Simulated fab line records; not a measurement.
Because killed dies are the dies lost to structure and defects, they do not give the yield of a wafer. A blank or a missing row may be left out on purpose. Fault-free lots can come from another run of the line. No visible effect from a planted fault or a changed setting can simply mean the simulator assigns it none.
Split-lot trial :: flow berkeley cmos170 :: on a route of 331 steps: 5 lots, 23 wafers read

== SPLIT DETAILS ==
At UCB170_SILICIDE_SPUTTER_01 (material Ti, target thk 30 nm, time 25 s), the setting power w was moved away from the recipe's 1500 W on 8 of the 23 wafers read, by -10.3% to +9.9%. This setting was run at the recipe's value on the other wafers.

== BETWEEN THE SPLIT AND THE READING: the file shows 1 step in between ==
- UCB170_SILICIDE_RS_MEAS_02: measures by four-point-probe

== THE READING ==
SILICIDE_TI_THK, in nm, at UCB170_SILICIDE_THK_MEAS_03 (measures by xrf). On this fab line, fault-free wafers typically give 30.1 nm with a standard deviation of 0.46 nm.

wafer: L078.1
tool, chamber at the split: pvd sputter-01, -
power w as run, W: 1648
against the recipe: +9.9%
SILICIDE_TI_THK, nm: 32.9
against lot-mates on the recipe: +3.1

wafer: L078.2
tool, chamber at the split: pvd sputter-01, -
power w as run, W: 1500
against the recipe: recipe
SILICIDE_TI_THK, nm: 29.9
against lot-mates on the recipe: -

wafer: L078.4
tool, chamber at the split: pvd sputter-01, -
power w as run, W: 1500
against the recipe: recipe
SILICIDE_TI_THK, nm: 29.6
against lot-mates on the recipe: -

wafer: L078.5
tool, chamber at the split: pvd sputter-01, -
power w as run, W: 1648
against the recipe: +9.9%
SILICIDE_TI_THK, nm: 32.6
against lot-mates on the recipe: +2.9

wafer: L078.6
tool, chamber at the split: pvd sputter-01, -
power w as run, W: 1648
against the recipe: +9.9%
SILICIDE_TI_THK, nm: 32.6
against lot-mates on the recipe: +2.9

wafer: L080.1
tool, chamber at the split: pvd sputter-04, -
power w as run, W: 1346
against the recipe: -10.3%
SILICIDE_TI_THK, nm: 26.5
against lot-mates on the recipe: -3.2

wafer: L080.2
tool, chamber at the split: pvd sputter-04, -
power w as run, W: 1500
against the recipe: recipe
SILICIDE_TI_THK, nm: 30.0
against lot-mates on the recipe: -

wafer: L080.4
tool, chamber at the split: pvd sputter-04, -
power w as run, W: 1346
against the recipe: -10.3%
SILICIDE_TI_THK, nm: 26.8
against lot-mates on the recipe: -2.9

wafer: L080.5
tool, chamber at the split: pvd sputter-04, -
power w as run, W: 1346
against the recipe: -10.3%
SILICIDE_TI_THK, nm: 26.4
against lot-mates on the recipe: -3.4

wafer: L080.6
tool, chamber at the split: pvd sputter-04, -
power w as run, W: 1500
against the recipe: recipe
SILICIDE_TI_THK, nm: 29.5
against lot-mates on the recipe: -

wafer: L082.1
tool, chamber at the split: pvd sputter-04, -
power w as run, W: 1500
against the recipe: recipe
SILICIDE_TI_THK, nm: 30.3
against lot-mates on the recipe: -

wafer: L082.2
tool, chamber at the split: pvd sputter-04, -
power w as run, W: 1604
against the recipe: +6.9%
SILICIDE_TI_THK, nm: 33.0
against lot-mates on the recipe: +2.5

wafer: L082.3
tool, chamber at the split: pvd sputter-04, -
power w as run, W: 1604
against the recipe: +6.9%
SILICIDE_TI_THK, nm: 32.7
against lot-mates on the recipe: +2.2

wafer: L082.4
tool, chamber at the split: pvd sputter-04, -
power w as run, W: 1500
against the recipe: recipe
SILICIDE_TI_THK, nm: 30.4
against lot-mates on the recipe: -

wafer: L082.6
tool, chamber at the split: pvd sputter-04, -
power w as run, W: 1500
against the recipe: recipe
SILICIDE_TI_THK, nm: 30.8
against lot-mates on the recipe: -

wafer: L083.1
tool, chamber at the split: pvd sputter-01, -
power w as run, W: 1500
against the recipe: recipe
SILICIDE_TI_THK, nm: 30.6
against lot-mates on the recipe: -

wafer: L083.2
tool, chamber at the split: pvd sputter-01, -
power w as run, W: 1500
against the recipe: recipe
SILICIDE_TI_THK, nm: 30.2
against lot-mates on the recipe: -

wafer: L083.3
tool, chamber at the split: pvd sputter-01, -
power w as run, W: 1500
against the recipe: recipe
SILICIDE_TI_THK, nm: 30.3
against lot-mates on the recipe: -

wafer: L083.4
tool, chamber at the split: pvd sputter-01, -
power w as run, W: 1500
against the recipe: recipe
SILICIDE_TI_THK, nm: 30.3
against lot-mates on the recipe: -

wafer: L083.5
tool, chamber at the split: pvd sputter-01, -
power w as run, W: 1500
against the recipe: recipe
SILICIDE_TI_THK, nm: 30.6
against lot-mates on the recipe: -

wafer: L085.1
tool, chamber at the split: pvd sputter-04, -
power w as run, W: 1500
against the recipe: recipe
SILICIDE_TI_THK, nm: 30.5
against lot-mates on the recipe: -

wafer: L085.3
tool, chamber at the split: pvd sputter-04, -
power w as run, W: 1500
against the recipe: recipe
SILICIDE_TI_THK, nm: 29.9
against lot-mates on the recipe: -

wafer: L085.5
tool, chamber at the split: pvd sputter-04, -
power w as run, W: 1500
against the recipe: recipe
SILICIDE_TI_THK, nm: 30.0
against lot-mates on the recipe: -

FIT RESULTS
A straight line over all 23 wafers: SILICIDE_TI_THK changes by +0.318 nm for each +1% of power w; r = +0.97; the points scatter about the line by 0.43 nm.
The same after taking each lot's own level away (the mean of its wafers on the recipe; 23 wafers): +0.309 nm for each +1%; r = +0.99; scatter 0.21 nm.
According to that fit, moving power w by its largest amount changes the reading by 3.2 nm.
Measured against the standard deviation above, the lots' own levels, which go from 29.75 to 30.50 nm, span 1.6 times it.
Consequently the slope shifts little with the lot-to-lot level, the two slopes agreeing.
Check: for one of the wafers moved furthest among these (-10.3%), held out of the fit, the line's prediction against its lot-mates is -3.15 nm. It came out at -3.25 nm against them.

== OTHER SPLITS ON THESE WAFERS ==
These wafers also went through other splits before the reading. Each is held against what the fit with the lots' levels taken away leaves over:
other split on the same wafers: UCB170_PLDD_EXPOSE_03 dose mj
wafers away from the commonest value: 10
r with SILICIDE_TI_THK (lot level and that fit taken away): +0.22

other split on the same wafers: UCB170_NSD_IMPLANT_08 dose cm2
wafers away from the commonest value: 10
r with SILICIDE_TI_THK (lot level and that fit taken away): -0.22

other split on the same wafers: UCB170_BACKSIDE_COAT_01 spin rpm
wafers away from the commonest value: 9
r with SILICIDE_TI_THK (lot level and that fit taken away): -0.02

== THE WHOLE CHAIN: every reading that the file lists as answering this split, in the file's order ==
step: UCB170_SILICIDE_SPUTTER_01
what it does: material Ti, target thk 30 nm, time 25 s
reading: Ti_of_SILICIDE_SPUTTER_01.thk nm (the simulator's own value, which no gauge read)
change (the file's fit): +0.313 nm for each +1% of the setting
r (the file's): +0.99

step: UCB170_SILICIDE_RS_MEAS_02
what it does: measures by four-point-probe
reading: SILICIDE_TI_RS
change (the file's fit): -0.329 for each +1% of the setting
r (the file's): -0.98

step: UCB170_SILICIDE_THK_MEAS_03
what it does: measures by xrf
reading: SILICIDE_TI_THK
change (the file's fit): +0.313 for each +1% of the setting
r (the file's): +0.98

== FILE'S OWN FIT ==
SILICIDE_TI_THK changes by +0.313 nm for each +1% of power w, r = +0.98.
